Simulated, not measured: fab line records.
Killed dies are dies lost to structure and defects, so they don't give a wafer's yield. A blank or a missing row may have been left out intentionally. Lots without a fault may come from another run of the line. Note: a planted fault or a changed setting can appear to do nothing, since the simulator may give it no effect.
Check of tool commonality / flow berkeleyCmos170 / Sampled: 14 lots, 42 wafers

## REASON FOR OPENING
2 of 14 lots carry a flag on the reading NSD_OVL at UCB170_NSD_OVL_MEAS_07. Fault-free wafers read 1 nm, with a standard deviation of 5.2.
Rule: a lot is flagged when every wafer of it that has a number lies more than 4 standard deviations from that mean, or none has a number. As for the other lots, they are considered sound.

lot=L943; measured=day 6 23:49; on=overlay-02; NSD_OVL (nm), wafer by wafer=9 6 1; flag=
lot=L944; measured=day 6 23:57; on=overlay-01; NSD_OVL (nm), wafer by wafer=-1 -4 -9; flag=
lot=L945; measured=day 7 13:11; on=overlay-02; NSD_OVL (nm), wafer by wafer=4 17 4; flag=
lot=L950; measured=day 7 21:57; on=overlay-02; NSD_OVL (nm), wafer by wafer=5 6 7; flag=
lot=L948; measured=day 7 22:13; on=overlay-01; NSD_OVL (nm), wafer by wafer=-5 -3 6; flag=
lot=L949; measured=day 7 22:29; on=overlay-01; NSD_OVL (nm), wafer by wafer=6 7 2; flag=
lot=L952; measured=day 8 19:56; on=overlay-01; NSD_OVL (nm), wafer by wafer=-2 8 2; flag=
lot=L954; measured=day 9 02:27; on=overlay-01; NSD_OVL (nm), wafer by wafer=-1 5 7; flag=
lot=L955; measured=day 9 03:00; on=overlay-02; NSD_OVL (nm), wafer by wafer=8 -3 2; flag=
lot=L958; measured=day 9 11:43; on=overlay-02; NSD_OVL (nm), wafer by wafer=-153 -161 -167; flag=FLAGGED
lot=L956; measured=day 9 11:58; on=overlay-01; NSD_OVL (nm), wafer by wafer=5 -2 -2; flag=
lot=L959; measured=day 9 21:44; on=overlay-01; NSD_OVL (nm), wafer by wafer=-158 -160 -165; flag=FLAGGED
lot=L964; measured=day 11 02:25; on=overlay-02; NSD_OVL (nm), wafer by wafer=13 4 5; flag=
lot=L965; measured=day 11 02:32; on=overlay-01; NSD_OVL (nm), wafer by wafer=6 7 8; flag=
The numbers of the flagged lots are -161 nm on average: -162 nm against the usual, or -31 standard deviations.

## WHICH TOOL RAN EACH LOT
2 process steps preceding the reading are held in the record, out of 331 steps in the route. Each cell gives the tool, then ch followed by the chambers the sampled wafers passed through, then the start.
lot=L943; flag=; UCB170_PWELL_STRIP_16=plasmaAsher-02 ch 0,1, day 2 23:06; UCB170_NSD_EXPOSE_03=krfScanner-01 ch 0, day 6 22:43
lot=L944; flag=; UCB170_PWELL_STRIP_16=plasmaAsher-04 ch 0,1, day 3 08:02; UCB170_NSD_EXPOSE_03=krfScanner-02 ch 0, day 6 22:55
lot=L945; flag=; UCB170_PWELL_STRIP_16=plasmaAsher-01 ch 0, day 3 13:42; UCB170_NSD_EXPOSE_03=krfScanner-01 ch 0, day 7 12:27
lot=L950; flag=; UCB170_PWELL_STRIP_16=plasmaAsher-02 ch 0,1, day 4 08:07; UCB170_NSD_EXPOSE_03=krfScanner-02 ch 0, day 7 21:28
lot=L948; flag=; UCB170_PWELL_STRIP_16=plasmaAsher-01 ch 0,1, day 4 07:51; UCB170_NSD_EXPOSE_03=krfScanner-01 ch 0, day 7 21:40
lot=L949; flag=; UCB170_PWELL_STRIP_16=plasmaAsher-04 ch 0,1, day 4 08:02; UCB170_NSD_EXPOSE_03=krfScanner-02 ch 0, day 7 21:55
lot=L952; flag=; UCB170_PWELL_STRIP_16=plasmaAsher-01 ch 0,1, day 5 08:21; UCB170_NSD_EXPOSE_03=krfScanner-01 ch 0, day 8 19:13
lot=L954; flag=; UCB170_PWELL_STRIP_16=plasmaAsher-02 ch 0,1, day 5 17:12; UCB170_NSD_EXPOSE_03=krfScanner-02 ch 0, day 9 01:55
lot=L955; flag=; UCB170_PWELL_STRIP_16=plasmaAsher-02 ch 0,1, day 5 16:42; UCB170_NSD_EXPOSE_03=krfScanner-02 ch 0, day 9 02:08
lot=L958; flag=FLAGGED; UCB170_PWELL_STRIP_16=plasmaAsher-01 ch 0,1, day 6 07:34; UCB170_NSD_EXPOSE_03=krfScanner-02 ch 0, day 9 11:12
lot=L956; flag=; UCB170_PWELL_STRIP_16=plasmaAsher-01 ch 0,1, day 6 01:54; UCB170_NSD_EXPOSE_03=krfScanner-01 ch 0, day 9 11:27
lot=L959; flag=FLAGGED; UCB170_PWELL_STRIP_16=plasmaAsher-02 ch 0,1, day 6 07:50; UCB170_NSD_EXPOSE_03=krfScanner-02 ch 0, day 9 20:46
lot=L964; flag=; UCB170_PWELL_STRIP_16=plasmaAsher-02 ch 0,1, day 7 07:17; UCB170_NSD_EXPOSE_03=krfScanner-01 ch 0, day 11 01:54
lot=L965; flag=; UCB170_PWELL_STRIP_16=plasmaAsher-01 ch 0,1, day 7 14:05; UCB170_NSD_EXPOSE_03=krfScanner-01 ch 0, day 11 02:01
What the steps here do:
- UCB170_PWELL_STRIP_16: strips in O2.
- UCB170_NSD_EXPOSE_03: exposes mask NSELECT MOD, target cd 1200 nm.
- UCB170_NSD_OVL_MEAS_07

## FLAGGED OVER TOTAL, TOOL BY TOOL (the gauges that took the reading come last)
step=UCB170_PWELL_STRIP_16; tool=plasmaAsher-01; lots run=6; flagged=1; share of the flagged lots=some; sound lots run after its first flagged lot=1 (L965)
step=UCB170_PWELL_STRIP_16; tool=plasmaAsher-02; lots run=6; flagged=1; share of the flagged lots=some; sound lots run after its first flagged lot=1 (L964)
step=UCB170_PWELL_STRIP_16; tool=plasmaAsher-04; lots run=2; flagged=0; share of the flagged lots=none; sound lots run after its first flagged lot=-
step=UCB170_NSD_EXPOSE_03; tool=krfScanner-01; lots run=7; flagged=0; share of the flagged lots=none; sound lots run after its first flagged lot=-
step=UCB170_NSD_EXPOSE_03; tool=krfScanner-02; lots run=7; flagged=2; share of the flagged lots=all; sound lots run after its first flagged lot=0
step=UCB170_NSD_OVL_MEAS_07; tool=overlay-01; lots run=8; flagged=1; share of the flagged lots=some; sound lots run after its first flagged lot=1 (L965)
step=UCB170_NSD_OVL_MEAS_07; tool=overlay-02; lots run=6; flagged=1; share of the flagged lots=some; sound lots run after its first flagged lot=1 (L964)

## WHAT THE TABLE PERMITS
Rows of the table that ran each flagged lot: 1, that is krfScanner-02 at UCB170_NSD_EXPOSE_03.
- krfScanner-02 at UCB170_NSD_EXPOSE_03: 2 of its 7 lots flagged. Its last sound lot is L955 (day 9 02:08), its first flagged lot L958 (day 9 11:12): a fault that began between those two fits.
krfScanner-02 at UCB170_NSD_EXPOSE_03 is the single tool remaining.

## WHAT THE SIMULATOR HAD INSERTED
Scanner matching overlay: krfScanner-02, from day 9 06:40 on, at UCB170_NSD_EXPOSE_03. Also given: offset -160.
Struck lots among those shown: L958, L959. The same result came from the rule above.
